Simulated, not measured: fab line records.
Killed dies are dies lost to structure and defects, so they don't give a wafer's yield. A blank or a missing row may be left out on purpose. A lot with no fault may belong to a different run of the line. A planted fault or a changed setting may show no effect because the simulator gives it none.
fab line records    flow rit-cmos
[record] lots = 13  wafers = 39  last-day = 7
route steps=202 shown PSD@151 SILICIDE@165 CONTACT@177 M1@196
lots that met no fault: taken from a fault-free run of the same line
start-h: hours from the record's opening day to when the first of the lot's shown wafers began    wait-h: hours from the lot's prior step to this one    " as in the row above    L1.1+2: several wafers, shown together as one row    - either no value or no given start    * or withheld: withheld    < > ~ a bound
route shown NAME@n: names a module that has steps shown in the file, with the first one's number in the route    usual: mean and standard deviation over wafers with no fault    same: alike in all rows    chamber/n: place in a boat    sites: each site's reading    _std_site: standard deviation of those values    _edge_site: outer sites' mean less inner sites'    radius-mm: for every site, how far away it sits from the centre of the wafer    mask NAME#n: copy n    behind: the tool/chamber that last shaped the wafer    hold: why the lot was held/for how many hours/how that ended    device: which transistor (n, p or np) failed to switch    end of line: the route-end tests of the same wafers    a step without rows: its recipe alone    killed: dies lost to structure and defects at the first sort, not the wafer's yield    map: shows each die of a wafer: x if killed, . if not, _ if none is there
set.NAME: the setting as run; set.NAME@STEP: as run at that earlier step    model.NAME: the simulator's own value behind a step, which no gauge read
steps of the route over a sample of lots; a table a step, a row a wafer
services: when a tool's chamber went out of use (start-h, in hours from the record's first day, below 0 if earlier), for how many hours, and the reason
[[steps]]
[step RIT_PSD_STRIP_09]
[recipe] chemistry = O2  time-s = 180  resist = NOVOLAK  platen-temp-c = withheld  power-w = 500  pressure-mtorr = 4000  o2-flow-sccm = 4000
[usual] chamber-pressure-mTorr = 4000/3.9  drypump-motor-current-A = 5.5/0.38
lot.wafer  tool             chamber  start-h  wait-h  chamber-pressure-mTorr  drypump-motor-current-A  rf-hours-counter-h
L115.1     plasma-asher-01  1        50.06    0.1     3996                    4.7                      41
L115.4     "                0        "        "       4007                    6.2                      -
L115.5     "                0        "        "       4004                    6.2                      -
L116.1     plasma-asher-04  1        57.91    0.1     4006                    5.6                      27
L116.2     "                0        "        "       3999                    5.2                      27
L116.5     "                1        "        "       3994                    5.5                      -
L126.2     plasma-asher-04  0        106.88   0.1     3996                    5.2                      32
L126.3     "                1        "        "       3996                    5.6                      -
L126.4     "                0        "        "       4003                    5.2                      -
L127.2     plasma-asher-04  0        109.81   0.1     4003                    5.2                      33
L127.4     "                0        "        "       3996                    5.2                      -
L127.5     "                0        "        "       4002                    5.2                      -
L128.2     plasma-asher-04  1        114.53   0.1     3997                    5.5                      33
L128.3     "                1        "        "       4004                    5.5                      -
L128.6     "                1        "        "       4000                    5.5                      -
L130.2     plasma-asher-04  1        124.45   0.1     3994                    5.6                      35
L130.3     "                1        "        "       4004                    5.6                      -
L130.5     "                0        "        "       4002                    5.2                      -
L131.2     plasma-asher-03  0        127.97   0.1     3994                    5.7                      49
L131.3     "                0        "        "       4001                    5.8                      -
L131.6     "                0        "        "       3994                    5.7                      -
L132.1     plasma-asher-04  1        134.41   0.1     4004                    5.5                      36
L132.5     "                0        "        "       4002                    5.2                      -
L132.6     "                1        "        "       4001                    5.5                      -
L133.1     plasma-asher-03  1        138.62   0.1     4002                    5.8                      50
L133.3     "                0        "        "       4001                    5.8                      -
L133.6     "                0        "        "       4005                    5.7                      -
L134.1     plasma-asher-04  0        143.01   0.1     4001                    5.2                      37
L134.2     "                1        "        "       3999                    5.5                      37
L134.4     "                0        "        "       4007                    5.2                      -
L135.1     plasma-asher-03  1        148.61   0.1     4000                    5.8                      51
L135.4     "                1        "        "       4004                    5.7                      -
L135.6     "                0        "        "       3997                    5.7                      -
L137.1     plasma-asher-03  0        158.51   0.1     4005                    5.7                      52
L137.4     "                1        "        "       4001                    5.7                      -
L137.6     "                1        "        "       3996                    5.7                      -
L138.2     plasma-asher-03  1        163.47   0.1     3998                    5.7                      53
L138.4     "                0        "        "       4002                    5.7                      -
L138.6     "                0        "        "       4001                    5.7                      -
[step RIT_SILICIDE_RTA_04]
[recipe] temp-c = 650  time-s = 9.618  idle-temp-c = 25  ramp-up-s = 5  ramp-down-s = 5  cool-to-c = 25  ambient = N2
[usual] anneal-temp-c-max = 654.2/1.3  wafer_temp_C_max = 652.5/0.74
lot.wafer  tool           chamber  start-h  wait-h  anneal-temp-c-max  wafer_temp_C_max
L115.1     rtp-anneal-01  0        51.56    0.1     657.1              651.5
L115.4     "              0        "        "       654.7              652.0
L115.5     "              0        "        "       654.9              652.4
L116.1     rtp-anneal-02  0        59.58    0.1     653.7              653.5
L116.2     "              0        "        "       652.1              655.9
L116.5     "              0        "        "       652.5              653.2
L126.2     rtp-anneal-02  0        108.37   0.1     652.9              653.0
L126.3     "              0        "        "       652.4              652.8
L126.4     "              0        "        "       653.5              652.9
L127.2     rtp-anneal-01  0        111.32   0.1     655.1              651.6
L127.4     "              0        "        "       656.2              652.4
L127.5     "              0        "        "       653.9              652.6
L128.2     rtp-anneal-01  0        116.02   0.1     655.9              652.3
L128.3     "              0        "        "       654.5              652.6
L128.6     "              0        "        "       657.5              651.9
L130.2     rtp-anneal-01  0        125.96   0.1     654.5              652.7
L130.3     "              0        "        "       654.7              652.9
L130.5     "              0        "        "       654.1              652.9
L131.2     rtp-anneal-02  0        129.46   0.1     652.6              653.3
L131.3     "              0        "        "       652.7              652.7
L131.6     "              0        "        "       653.5              652.9
L132.1     rtp-anneal-01  0        135.92   0.1     654.7              652.6
L132.5     "              0        "        "       655.0              651.8
L132.6     "              0        "        "       654.7              652.2
L133.1     rtp-anneal-02  0        140.11   0.1     653.6              653.7
L133.3     "              0        "        "       652.3              653.0
L133.6     "              0        "        "       652.3              653.3
L134.1     rtp-anneal-01  0        144.49   0.1     655.0              652.0
L134.2     "              0        "        "       654.7              652.5
L134.4     "              0        "        "       654.8              652.5
L135.1     rtp-anneal-02  0        150.11   0.1     652.3              652.3
L135.4     "              0        "        "       653.5              653.1
L135.6     "              0        "        "       652.5              653.5
L137.1     rtp-anneal-02  0        160.01   0.1     653.7              653.1
L137.4     "              0        "        "       653.5              652.7
L137.6     "              0        "        "       653.4              652.8
L138.2     rtp-anneal-01  0        164.97   0.1     656.3              652.2
L138.4     "              0        "        "       653.8              652.2
L138.6     "              0        "        "       654.3              652.0
[step RIT_CONTACT_OVL_MEAS_09]
[usual] CONTACT_OVL = -0.2/1.4
lot.wafer  tool        chamber  start-h  wait-h  CONTACT_OVL[nm]
L115.1     overlay-01  -        53.33    0.1     1.5
L115.4     "           -        "        "       -0.9
L115.5     "           -        "        "       0.3
L116.1     overlay-02  -        61.08    0.1     0.9
L116.2     "           -        "        "       0.5
L116.5     "           -        "        "       1.8
L126.2     overlay-01  -        109.83   0.1     -0.4
L126.3     "           -        "        "       -0.9
L126.4     "           -        "        "       0.2
L127.2     overlay-01  -        112.77   0.1     0.4
L127.4     "           -        "        "       -0.3
L127.5     "           -        "        "       -0.2
L128.2     overlay-02  -        117.56   0.1     -2.6
L128.3     "           -        "        "       0.2
L128.6     "           -        "        "       -2.2
L130.2     overlay-02  -        127.33   0.1     2.7
L130.3     "           -        "        "       -0.1
L130.5     "           -        "        "       -0.3
L131.2     overlay-01  -        130.95   0.1     1.6
L131.3     "           -        "        "       2.2
L131.6     "           -        "        "       -0.3
L132.1     overlay-01  -        137.42   0.1     -0.2
L132.5     "           -        "        "       -3.0
L132.6     "           -        "        "       -0.7
L133.1     overlay-01  -        141.48   0.1     0.7
L133.3     "           -        "        "       -0.1
L133.6     "           -        "        "       1.5
L134.1     overlay-01  -        146.01   0.1     -1.1
L134.2     "           -        "        "       0.0
L134.4     "           -        "        "       -0.3
L135.1     overlay-01  -        151.53   0.1     -0.5
L135.4     "           -        "        "       -0.6
L135.6     "           -        "        "       -0.7
L137.1     overlay-01  -        161.43   0.1     0.4
L137.4     "           -        "        "       2.2
L137.6     "           -        "        "       0.8
L138.2     overlay-01  -        166.38   0.1     0.8
L138.4     "           -        "        "       -0.2
L138.6     "           -        "        "       1.0
[step RIT_M1_METAL_ETCH_12]
[recipe] stop-on = SiO2  chemistry = Cl2/BCl3  target = Al  time-s = 165  over-etch-frac = 0.5  pressure-mtorr = 100  target-depth-a = 6000  rf-w = 250  Cl2_flow_sccm = 60  bcl3-flow-sccm = 50
[usual] chamber-pressure-mTorr = 99.99/0.082  drypump-motor-current-A = 6.30/0.24  oes-product-au = 0.769/0.01  over-etch-frac = 0.5/0  throttle-valve-pct = 8.25/0.094
lot.wafer  tool          chamber  start-h  wait-h  chamber-pressure-mTorr  drypump-motor-current-A  oes-product-au  over-etch-frac  rf-hours-counter-h  throttle-valve-pct
L115.1     rie-metal-03  0        56.61    0.2     99.92                   6.18                     0.758           0.5             4                   8.13
L115.4     "             0        "        "       100.03                  6.18                     0.762           0.5             -                   8.12
L115.5     "             1        "        "       99.82                   6.02                     0.773           0.5             -                   8.23
L116.1     rie-metal-01  0        64.14    0.2     99.95                   6.58                     0.773           0.5             1                   8.35
L116.2     "             1        "        "       99.95                   6.37                     0.759           0.5             1                   8.39
L116.5     "             1        "        "       99.92                   6.35                     0.757           0.5             -                   8.38
L126.2     rie-metal-02  1        112.89   0.2     100.00                  6.06                     0.626           1.25            37                  8.30
L126.3     "             1        "        "       100.09                  6.03                     0.626           1.25            -                   8.28
L126.4     "             0        "        "       100.06                  6.63                     0.773           0.5             -                   8.16
L127.2     rie-metal-01  0        115.66   0.2     100.02                  6.63                     0.756           0.5             1                   8.37
L127.4     "             1        "        "       99.90                   6.36                     0.755           0.5             -                   8.36
L127.5     "             0        "        "       99.93                   6.65                     0.772           0.5             -                   8.36
L128.2     rie-metal-03  0        120.48   0.2     99.97                   6.20                     0.771           0.5             4                   8.12
L128.3     "             0        "        "       100.08                  6.13                     0.763           0.5             -                   8.11
L128.6     "             1        "        "       99.90                   6.02                     0.772           0.5             -                   8.21
L130.2     rie-metal-01  0        130.24   0.2     100.13                  6.59                     0.766           0.5             1                   8.35
L130.3     "             0        "        "       99.94                   6.60                     0.777           0.5             -                   8.35
L130.5     "             1        "        "       99.96                   6.32                     0.759           0.5             -                   8.38
L131.2     rie-metal-03  0        133.93   0.2     100.08                  6.18                     0.744           0.5             5                   8.12
L131.3     "             1        "        "       100.06                  6.02                     0.769           0.5             -                   8.22
L131.6     "             1        "        "       100.02                  6.04                     0.753           0.5             -                   8.20
L132.1     rie-metal-01  0        140.33   0.2     100.13                  6.62                     0.780           0.5             2                   8.35
L132.5     "             0        "        "       99.88                   6.61                     0.771           0.5             -                   8.33
L132.6     "             1        "        "       99.96                   6.34                     0.763           0.5             -                   8.37
L133.1     rie-metal-03  0        144.39   0.2     100.09                  6.19                     0.753           0.5             5                   8.13
L133.3     "             1        "        "       99.80                   6.05                     0.771           0.5             -                   8.21
L133.6     "             1        "        "       100.11                  6.04                     0.766           0.5             -                   8.20
L134.1     rie-metal-01  0        148.95   0.2     100.18                  6.64                     0.791           0.5             2                   8.36
L134.2     "             1        "        "       99.97                   6.37                     0.776           0.5             2                   8.37
L134.4     "             0        "        "       100.01                  6.63                     0.781           0.5             -                   8.35
L135.1     rie-metal-03  0        154.32   0.2     99.90                   6.20                     0.752           0.5             5                   8.12
L135.4     "             0        "        "       100.02                  6.22                     0.750           0.5             -                   8.12
L135.6     "             1        "        "       100.01                  6.02                     0.778           0.5             -                   8.21
L137.1     rie-metal-01  0        164.32   0.2     100.04                  6.57                     0.784           0.5             2                   8.34
L137.4     "             0        "        "       100.02                  6.60                     0.769           0.5             -                   8.34
L137.6     "             0        "        "       100.01                  6.58                     0.766           0.5             -                   8.35
L138.2     rie-metal-03  1        169.30   0.2     100.04                  6.01                     0.773           0.5             6                   8.20
L138.4     "             1        "        "       100.08                  6.01                     0.775           0.5             -                   8.21
L138.6     "             0        "        "       99.89                   6.19                     0.748           0.5             -                   8.13
[step RIT_M1_CD_MEAS_90]
[recipe] target-cd-nm = 2600
[usual] cd-nm = 2599.3/2.8
lot.wafer  tool       chamber  start-h  wait-h  cd-nm
L115.1     cd-sem-01  -        57.13    0.1     2599.0
L115.4     "          -        "        "       2601.4
L115.5     "          -        "        "       2600.8
L116.1     cd-sem-01  -        64.65    0.1     2599.9
L116.2     "          -        "        "       2597.8
L116.5     "          -        "        "       2600.0
L126.2     cd-sem-02  -        113.48   0.1     2585.9
L126.3     "          -        "        "       2586.0
L126.4     "          -        "        "       2599.1
L127.2     cd-sem-01  -        116.19   0.1     2598.6
L127.4     "          -        "        "       2596.6
L127.5     "          -        "        "       2600.9
L128.2     cd-sem-01  -        121.01   0.1     2600.8
L128.3     "          -        "        "       2601.9
L128.6     "          -        "        "       2601.4
L130.2     cd-sem-01  -        130.77   0.1     2600.8
L130.3     "          -        "        "       2600.2
L130.5     "          -        "        "       2598.9
L131.2     cd-sem-01  -        134.48   0.1     2604.4
L131.3     "          -        "        "       2601.6
L131.6     "          -        "        "       2602.9
L132.1     cd-sem-01  -        140.90   0.1     2595.6
L132.5     "          -        "        "       2598.8
L132.6     "          -        "        "       2595.0
L133.1     cd-sem-02  -        144.90   0.1     2600.1
L133.3     "          -        "        "       2598.2
L133.6     "          -        "        "       2602.4
L134.1     cd-sem-01  -        149.56   0.2     2597.9
L134.2     "          -        "        "       2595.2
L134.4     "          -        "        "       2595.7
L135.1     cd-sem-02  -        154.83   0.1     2600.0
L135.4     "          -        "        "       2602.4
L135.6     "          -        "        "       2597.0
L137.1     cd-sem-02  -        164.83   0.1     2603.1
L137.4     "          -        "        "       2604.3
L137.6     "          -        "        "       2602.5
L138.2     cd-sem-02  -        169.83   0.1     2600.5
L138.4     "          -        "        "       2602.6
L138.6     "          -        "        "       2602.6
[step RIT_M1_PROBE_99]
[usual] defect-limited-yield = 97.4/1.1  killed_at_M0_to_M3 = 0.0/0.14  killed-at-contacts = 0.0/0.22  killed-at-front-end = 6.9/3  killed-dies = 6.9/3  killed-open = 3.5/2  killed-short = 3.4/2.1
[same] gross-dies = 264  killed_at_M4_up = 0  killed-at-back-side = 0  killed-at-other = 0
lot.wafer  tool       chamber  start-h  wait-h  defect-limited-yield[%]  killed_at_M0_to_M3  killed-at-contacts  killed-at-front-end  killed-dies  killed-open  killed-short
L115.1     prober-01  -        59.19    0.1     97.7                     1                   0                   5                    6            5            1
L115.4     prober-01  -        59.34    0.2     97.3                     0                   0                   7                    7            1            6
L115.5     prober-01  -        59.39    0.2     96.6                     0                   0                   9                    9            6            3
L116.1     prober-02  -        66.48    0.1     94.3                     0                   1                   14                   15           10           5
L116.2     prober-02  -        66.53    0.1     96.6                     0                   0                   9                    9            7            1
L116.5     prober-02  -        66.68    0.2     96.2                     0                   0                   10                   10           4            5
L126.2     prober-02  -        115.87   0.1     97.0                     0                   0                   8                    8            4            4
L126.3     prober-02  -        115.92   0.2     98.1                     0                   0                   5                    5            2            3
L126.4     prober-02  -        115.97   0.2     98.5                     0                   0                   4                    4            3            1
L127.2     prober-01  -        117.96   0.1     98.1                     0                   0                   5                    5            3            2
L127.4     prober-01  -        118.06   0.2     97.3                     0                   0                   7                    7            2            5
L127.5     prober-01  -        118.11   0.2     97.3                     0                   0                   7                    7            4            3
L128.2     prober-02  -        123.52   0.1     95.8                     0                   0                   11                   11           4            7
L128.3     prober-02  -        123.57   0.2     97.0                     0                   0                   8                    8            6            2
L128.6     prober-02  -        123.72   0.2     96.6                     0                   0                   9                    9            4            5
L130.2     prober-02  -        132.54   0.1     97.3                     0                   0                   7                    7            3            4
L130.3     prober-02  -        132.59   0.2     98.9                     0                   0                   3                    3            1            2
L130.5     prober-02  -        132.69   0.2     98.5                     0                   0                   4                    4            3            1
L131.2     prober-01  -        136.25   0.1     97.0                     0                   0                   8                    8            2            6
L131.3     prober-01  -        136.30   0.2     98.5                     0                   0                   4                    4            3            1
L131.6     prober-01  -        136.45   0.2     96.6                     0                   0                   9                    9            3            6
L132.1     prober-02  -        142.64   0.1     97.3                     0                   0                   7                    7            2            5
L132.5     prober-02  -        142.84   0.2     96.2                     0                   0                   10                   10           1            9
L132.6     prober-02  -        142.89   0.2     97.0                     0                   0                   8                    8            3            5
L133.1     prober-01  -        146.64   0.1     97.3                     0                   0                   7                    7            2            4
L133.3     prober-01  -        146.74   0.2     98.5                     0                   0                   4                    4            2            2
L133.6     prober-01  -        146.89   0.2     97.0                     0                   0                   8                    8            4            4
L134.1     prober-02  -        151.30   0.1     97.7                     0                   0                   6                    6            3            3
L134.2     prober-02  -        151.35   0.1     97.7                     0                   0                   6                    6            5            1
L134.4     prober-02  -        151.45   0.2     97.3                     0                   0                   7                    7            2            5
L135.1     prober-01  -        156.57   0.1     98.5                     0                   0                   4                    4            1            3
L135.4     prober-01  -        156.72   0.2     97.3                     0                   0                   7                    7            2            5
L135.6     prober-01  -        156.82   0.2     97.0                     0                   0                   8                    8            5            3
L137.1     prober-01  -        166.57   0.1     98.1                     0                   0                   5                    5            2            3
L137.4     prober-01  -        166.72   0.2     97.3                     0                   0                   7                    7            1            6
L137.6     prober-01  -        166.82   0.2     98.1                     0                   0                   5                    5            0            5
L138.2     prober-02  -        171.60   0.1     98.9                     0                   0                   3                    3            1            2
L138.4     prober-02  -        171.70   0.2     98.9                     0                   0                   3                    3            2            1
L138.6     prober-02  -        171.80   0.2     98.5                     0                   0                   4                    4            3            1
// killed by level:class
L115.1 GATE:geometric-particle:open=3 SPACER:geometric-particle:open=1 SILICIDE:geometric-particle:open=1 M1:geometric-particle:short=1
L115.4 GATE:geometric-particle:short=2 FOX1:geometric-particle:short=1 FOX2:geometric-particle:short=1 GATE:geometric-particle:open=1 REOX:geometric-particle:short=1 SILICIDE:geometric-particle:short=1
L115.5 GATE:geometric-particle:short=3 FOX1:geometric-particle:open=2 FOX2:geometric-particle:open=1 GATE:geometric-particle:open=1 REOX:geometric-particle:open=1 SPACER:geometric-particle:open=1
L116.1 SPACER:geometric-particle:open=3 SILICIDE:geometric-particle:open=3 FOX1:geometric-particle:short=2 FOX1:geometric-particle:open=2 FOX2:geometric-particle:short=1 GATE:geometric-particle:short=1 GATE:geometric-particle:open=1 SILICIDE:geometric-particle:short=1
L116.2 FOX2:geometric-particle:open=2 GATE:geometric-particle:open=2 FOX1:geometric-particle:open=1 FOX2:geometric-particle:short=1 SPACER:geometric-particle:open=1 SILICIDE:geometric-particle:open=1 ACTIVE:coat-microbubble-printed=1
L116.5 GATE:geometric-particle:open=2 SPACER:geometric-particle:short=2 FOX1:geometric-particle:open=1 FOX1:geometric-particle:short=1 FOX2:geometric-particle:open=1 FOX2:geometric-particle:short=1 GATE:geometric-particle:short=1 NWELL:coat-microbubble-printed=1
L126.2 GATE:geometric-particle:open=3 GATE:geometric-particle:short=2 FOX1:geometric-particle:short=1 FOX1:geometric-particle:open=1 SILICIDE:geometric-particle:short=1
L126.3 GATE:geometric-particle:short=2 FOX1:geometric-particle:open=1 GATE:geometric-particle:open=1 SPACER:geometric-particle:short=1
L126.4 FOX1:geometric-particle:open=1 FOX2:geometric-particle:open=1 REOX:geometric-particle:open=1 REOX:geometric-particle:short=1
L127.2 SILICIDE:geometric-particle:open=2 FOX1:geometric-particle:open=1 GATE:geometric-particle:short=1 REOX:geometric-particle:short=1
L127.4 GATE:geometric-particle:short=3 REOX:geometric-particle:open=1 SPACER:geometric-particle:short=1 SILICIDE:geometric-particle:short=1 SILICIDE:geometric-particle:open=1
L127.5 REOX:geometric-particle:open=2 SILICIDE:geometric-particle:open=2 REOX:geometric-particle:short=1 SPACER:geometric-particle:short=1 SILICIDE:geometric-particle:short=1
L128.2 SILICIDE:geometric-particle:short=3 FOX2:geometric-particle:short=2 GATE:geometric-particle:open=2 GATE:geometric-particle:short=2 REOX:geometric-particle:open=1 SILICIDE:geometric-particle:open=1
L128.3 REOX:geometric-particle:open=2 SPACER:geometric-particle:open=2 GATE:geometric-particle:open=1 REOX:geometric-particle:short=1 SPACER:geometric-particle:short=1 SILICIDE:geometric-particle:open=1
L128.6 FOX2:geometric-particle:short=3 SILICIDE:geometric-particle:open=2 GATE:geometric-particle:short=1 GATE:geometric-particle:open=1 REOX:geometric-particle:short=1 SPACER:geometric-particle:open=1
L130.2 REOX:geometric-particle:short=3 REOX:geometric-particle:open=2 SPACER:geometric-particle:open=1 SILICIDE:geometric-particle:short=1
L130.3 FOX2:geometric-particle:short=1 GATE:geometric-particle:open=1 REOX:geometric-particle:short=1
L130.5 GATE:geometric-particle:open=3 GATE:geometric-particle:short=1
L131.2 GATE:geometric-particle:short=2 SPACER:geometric-particle:short=2 FOX2:geometric-particle:open=1 REOX:geometric-particle:open=1 REOX:geometric-particle:short=1 SILICIDE:geometric-particle:short=1
L131.3 GATE:geometric-particle:open=2 SPACER:geometric-particle:open=1 SILICIDE:geometric-particle:short=1
L131.6 FOX1:geometric-particle:open=2 GATE:geometric-particle:short=2 REOX:geometric-particle:short=2 FOX2:geometric-particle:short=1 REOX:geometric-particle:open=1 SPACER:geometric-particle:short=1
L132.1 GATE:geometric-particle:open=2 GATE:geometric-particle:short=2 FOX1:geometric-particle:short=1 FOX2:geometric-particle:short=1 REOX:geometric-particle:short=1
L132.5 GATE:geometric-particle:short=6 FOX1:geometric-particle:short=1 FOX2:geometric-particle:open=1 REOX:geometric-particle:short=1 SPACER:geometric-particle:short=1
L132.6 GATE:geometric-particle:short=5 GATE:geometric-particle:open=2 FOX2:geometric-particle:open=1
L133.1 FOX1:geometric-particle:open=1 FOX1:geometric-particle:short=1 GATE:geometric-particle:open=1 GATE:geometric-particle:short=1 REOX:geometric-particle:short=1 SPACER:geometric-particle:short=1 NWELL:coat-microbubble-printed=1
L133.3 FOX1:geometric-particle:open=1 GATE:geometric-particle:short=1 SPACER:geometric-particle:short=1 SPACER:geometric-particle:open=1
L133.6 GATE:geometric-particle:open=2 FOX1:geometric-particle:short=1 FOX2:geometric-particle:open=1 GATE:geometric-particle:short=1 REOX:geometric-particle:short=1 REOX:geometric-particle:open=1 SILICIDE:geometric-particle:short=1
L134.1 SPACER:geometric-particle:short=2 FOX1:geometric-particle:open=1 GATE:geometric-particle:short=1 GATE:geometric-particle:open=1 REOX:geometric-particle:open=1
L134.2 GATE:geometric-particle:open=4 GATE:geometric-particle:short=1 SPACER:geometric-particle:open=1
L134.4 REOX:geometric-particle:short=2 FOX2:geometric-particle:short=1 GATE:geometric-particle:open=1 GATE:geometric-particle:short=1 REOX:geometric-particle:open=1 SILICIDE:geometric-particle:short=1
L135.1 GATE:geometric-particle:short=3 SILICIDE:geometric-particle:open=1
L135.4 GATE:geometric-particle:short=4 GATE:geometric-particle:open=2 SPACER:geometric-particle:short=1
L135.6 GATE:geometric-particle:open=4 ACTIVE:geometric-particle:short=1 GATE:geometric-particle:short=1 SILICIDE:geometric-particle:short=1 SILICIDE:geometric-particle:open=1
L137.1 SILICIDE:geometric-particle:short=2 FOX1:geometric-particle:open=1 FOX2:geometric-particle:short=1 GATE:geometric-particle:open=1
L137.4 SPACER:geometric-particle:short=2 SILICIDE:geometric-particle:short=2 FOX1:geometric-particle:open=1 GATE:geometric-particle:short=1 REOX:geometric-particle:short=1
L137.6 FOX1:geometric-particle:short=2 GATE:geometric-particle:short=2 SILICIDE:geometric-particle:short=1
L138.2 FOX1:geometric-particle:short=1 SPACER:geometric-particle:open=1 SILICIDE:geometric-particle:short=1
L138.4 GATE:geometric-particle:open=2 SILICIDE:geometric-particle:short=1
L138.6 GATE:geometric-particle:open=2 FOX2:geometric-particle:open=1 GATE:geometric-particle:short=1
[[services]]
tool             chamber  start-h  hours  kind
rie-metal-03     0        40.45    1.5    repair
rie-metal-02     0        52.67    13.4   repair
plasma-asher-03  -        61.16    2.7    repair
rie-metal-03     -        68.85    1.4    pm
plasma-asher-01  -        74.99    3.2    repair
rie-metal-03     0        87.60    15.7   repair
plasma-asher-01  -        90.39    5.1    repair
rie-metal-01     1        91.55    7.0    repair
rtp-anneal-02    -        115.26   4.0    pm
plasma-asher-01  -        115.79   4.3    repair
rie-metal-02     -        136.12   20.0   pm
rie-metal-02     0        136.12   20.0   vent-cycle
rie-metal-02     1        136.12   20.0   vent-cycle
rie-metal-02     0        156.12   -      clean
rie-metal-02     1        156.12   -      clean
rie-metal-03     -        157.43   2.0    repair
rie-metal-01     -        157.60   2.8    pm
[[key]]
[first-sign] step = RIT_M1_METAL_ETCH_12  reading = over-etch-frac  direction = up  sigmas = 99+  usual = 0.5  struck = 1.25
[effect] step = RIT_M1_METAL_ETCH_12  reading = oes-product-au  direction = down  sigmas = 14  usual = 0.769  struck = 0.626
[effect] step = RIT_M1_CD_MEAS_90  reading = cd-nm  direction = down  sigmas = 4.8  usual = 2599.3  struck = 2585.9
met-at RIT_M1_METAL_ETCH_12
struck-lots L126
struck-wafers L126.2,L126.3
not-acting-at RIT_PSD_STRIP_09,RIT_SILICIDE_RTA_04,RIT_CONTACT_OVL_MEAS_09
[fault] kind = process-parameter-drift  tool = rie-metal-02  chamber = 1  onset-h = 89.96  steps = RIT_M1_METAL_ETCH_12  channel = over-etch-frac  offset = 0.75  shape = step  end-h = 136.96  stated = 0.5
